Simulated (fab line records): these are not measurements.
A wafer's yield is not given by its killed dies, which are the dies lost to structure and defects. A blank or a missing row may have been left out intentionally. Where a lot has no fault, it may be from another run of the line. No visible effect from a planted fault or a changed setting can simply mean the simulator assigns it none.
Which tool was responsible? :: flow berkeley_cmos170 :: 14 lots, 42 wafers sampled, at 3 steps of a route of 331

== WHAT EACH GAUGE READ, for each wafer ==
UCB170_M1_RS_MEAS_01: measurement is done with a four-point probe.
lot: L118
measured: day 8 00:32
on: film_metro-01
M1_AL_RS (ohm/sq): 0.0485 0.0484 0.0484

lot: L121
measured: day 8 07:28
on: film_metro-03
M1_AL_RS (ohm/sq): 0.0484 0.0485 0.0486

lot: L120
measured: day 8 09:19
on: film_metro-01
M1_AL_RS (ohm/sq): 0.0496 0.0496 0.0491

lot: L123
measured: day 9 08:27
on: film_metro-01
M1_AL_RS (ohm/sq): 0.0479 0.0482 0.0480

lot: L124
measured: day 9 08:49
on: film_metro-03
M1_AL_RS (ohm/sq): 0.0490 0.0487 0.0488

lot: L127
measured: day 9 18:22
on: film_metro-03
M1_AL_RS (ohm/sq): 0.0485 0.0486 0.0488

lot: L132
measured: day 11 03:10
on: film_metro-02
M1_AL_RS (ohm/sq): 0.0488 0.0486 0.0478

lot: L130
measured: day 11 03:09
on: film_metro-01
M1_AL_RS (ohm/sq): 0.0477 0.0477 0.0482

lot: L137
measured: day 11 20:37
on: film_metro-01
M1_AL_RS (ohm/sq): 0.0487 0.0477 0.0478

lot: L134
measured: day 12 01:17
on: film_metro-01
M1_AL_RS (ohm/sq): 0.0483 0.0479 0.0482

lot: L139
measured: day 12 09:19
on: film_metro-01
M1_AL_RS (ohm/sq): 0.0494 0.0488 0.0488

lot: L135
measured: day 12 09:55
on: film_metro-03
M1_AL_RS (ohm/sq): 0.0481 0.0489 0.0485

lot: L141
measured: day 12 21:56
on: film_metro-01
M1_AL_RS (ohm/sq): 0.0486 0.0488 0.0489

lot: L140
measured: day 13 12:29
on: film_metro-02
M1_AL_RS (ohm/sq): 0.0483 0.0479 0.0480

UCB170_M1_THK_MEAS_02: measures by xrf.
lot: L118
measured: day 8 00:38
on: film_metro-01
M1_AL_THK (nm): 612 614 616

lot: L121
measured: day 8 07:34
on: film_metro-03
M1_AL_THK (nm): 609 606 605

lot: L120
measured: day 8 09:26
on: film_metro-01
M1_AL_THK (nm): 598 599 605

lot: L123
measured: day 9 08:33
on: film_metro-01
M1_AL_THK (nm): 610 609 608

lot: L124
measured: day 9 08:56
on: film_metro-03
M1_AL_THK (nm): 597 603 599

lot: L127
measured: day 9 18:28
on: film_metro-03
M1_AL_THK (nm): 605 603 603

lot: L132
measured: day 11 03:16
on: film_metro-02
M1_AL_THK (nm): 593 600 604

lot: L130
measured: day 11 03:16
on: film_metro-01
M1_AL_THK (nm): 621 620 614

lot: L137
measured: day 11 20:43
on: film_metro-01
M1_AL_THK (nm): 610 620 622

lot: L134
measured: day 12 01:24
on: film_metro-01
M1_AL_THK (nm): 612 614 612

lot: L139
measured: day 12 09:25
on: film_metro-01
M1_AL_THK (nm): 600 604 604

lot: L135
measured: day 12 10:02
on: film_metro-03
M1_AL_THK (nm): 611 603 607

lot: L141
measured: day 12 22:03
on: film_metro-01
M1_AL_THK (nm): 607 607 606

lot: L140
measured: day 13 12:37
on: film_metro-02
M1_AL_THK (nm): 611 612 609

== EACH LOT AND THE TOOL THAT RAN IT (in order: tool; ch and the chambers of the sampled wafers; start) ==
lot: L118
UCB170_CONTACT_STRIP_06: plasma_asher-04 ch 0,1, day 7 21:59

lot: L121
UCB170_CONTACT_STRIP_06: plasma_asher-02 ch 0,1, day 8 04:57

lot: L120
UCB170_CONTACT_STRIP_06: plasma_asher-01 ch 0,1, day 8 06:58

lot: L123
UCB170_CONTACT_STRIP_06: plasma_asher-02 ch 0,1, day 9 06:21

lot: L124
UCB170_CONTACT_STRIP_06: plasma_asher-04 ch 0,1, day 9 06:26

lot: L127
UCB170_CONTACT_STRIP_06: plasma_asher-01 ch 0,1, day 9 15:13

lot: L132
UCB170_CONTACT_STRIP_06: plasma_asher-04 ch 0,1, day 10 23:59

lot: L130
UCB170_CONTACT_STRIP_06: plasma_asher-01 ch 0,1, day 11 00:07

lot: L137
UCB170_CONTACT_STRIP_06: plasma_asher-01 ch 0,1, day 11 18:01

lot: L134
UCB170_CONTACT_STRIP_06: plasma_asher-01 ch 1, day 11 22:49

lot: L139
UCB170_CONTACT_STRIP_06: plasma_asher-04 ch 0,1, day 12 06:41

lot: L135
UCB170_CONTACT_STRIP_06: plasma_asher-02 ch 0,1, day 12 06:53

lot: L141
UCB170_CONTACT_STRIP_06: plasma_asher-04 ch 0,1, day 12 19:46

lot: L140
UCB170_CONTACT_STRIP_06: plasma_asher-01 ch 0,1, day 13 10:02
- UCB170_CONTACT_STRIP_06: strips in O2.

== WHAT THE TOOLS THEMSELVES READ (means of the sampled wafers that have a number; where no wafer has one, the mark that the record gives instead) ==
UCB170_CONTACT_STRIP_06.
lot: L118
tool: plasma_asher-04
drypump_motor_current_A (A): 5.43
oes_product_au (a.u.): 0.732
strip_time_to_endpoint_s (s): 22.10

lot: L121
tool: plasma_asher-02
drypump_motor_current_A (A): 5.69
oes_product_au (a.u.): 0.740
strip_time_to_endpoint_s (s): 22.14

lot: L120
tool: plasma_asher-01
drypump_motor_current_A (A): 5.57
oes_product_au (a.u.): 0.735
strip_time_to_endpoint_s (s): 22.00

lot: L123
tool: plasma_asher-02
drypump_motor_current_A (A): 5.91
oes_product_au (a.u.): 0.736
strip_time_to_endpoint_s (s): 21.89

lot: L124
tool: plasma_asher-04
drypump_motor_current_A (A): 5.53
oes_product_au (a.u.): 0.735
strip_time_to_endpoint_s (s): 22.02

lot: L127
tool: plasma_asher-01
drypump_motor_current_A (A): 5.55
oes_product_au (a.u.): 0.734
strip_time_to_endpoint_s (s): 21.97

lot: L132
tool: plasma_asher-04
drypump_motor_current_A (A): 5.43
oes_product_au (a.u.): 0.736
strip_time_to_endpoint_s (s): 22.02

lot: L130
tool: plasma_asher-01
drypump_motor_current_A (A): 5.56
oes_product_au (a.u.): 0.731
strip_time_to_endpoint_s (s): 22.03

lot: L137
tool: plasma_asher-01
drypump_motor_current_A (A): 5.58
oes_product_au (a.u.): 0.735
strip_time_to_endpoint_s (s): 22.02

lot: L134
tool: plasma_asher-01
drypump_motor_current_A (A): 5.67
oes_product_au (a.u.): 0.732
strip_time_to_endpoint_s (s): 22.04

lot: L139
tool: plasma_asher-04
drypump_motor_current_A (A): 5.45
oes_product_au (a.u.): 0.736
strip_time_to_endpoint_s (s): 21.99

lot: L135
tool: plasma_asher-02
drypump_motor_current_A (A): 5.70
oes_product_au (a.u.): 0.737
strip_time_to_endpoint_s (s): 22.00

lot: L141
tool: plasma_asher-04
drypump_motor_current_A (A): 5.43
oes_product_au (a.u.): 0.739
strip_time_to_endpoint_s (s): 21.97

lot: L140
tool: plasma_asher-01
drypump_motor_current_A (A): 5.56
oes_product_au (a.u.): 0.733
strip_time_to_endpoint_s (s): 21.94

== THE ANSWER, worked out from the rows above alone ==
Rule: what is usual is taken from the lots themselves. Put in order of their means at a reading, lots are off if they are a third of the lots or fewer, leave a main group of 4 or more, and stand apart from it by a gap of 3 or more times the standard deviation of the main group's means; of several such gaps the widest counts. A main group is skipped when, at the precision printed for the reading in the tables above, its means are all equal. Also off: a lot with no number at a reading for which 4 or more lots have one. Where the step has rows for the other lots, those lots are counted as sound. First the gauges in route order, then the tools' own readings, where a lot's mean is used as printed above. At the first step where some lot is off, the reading lying furthest off is the one used; lots without a number count as furthest.
No lot is off on any of the readings shown, so nothing can be concluded from this.

== WHAT WAS PUT IN BY THE SIMULATOR ==
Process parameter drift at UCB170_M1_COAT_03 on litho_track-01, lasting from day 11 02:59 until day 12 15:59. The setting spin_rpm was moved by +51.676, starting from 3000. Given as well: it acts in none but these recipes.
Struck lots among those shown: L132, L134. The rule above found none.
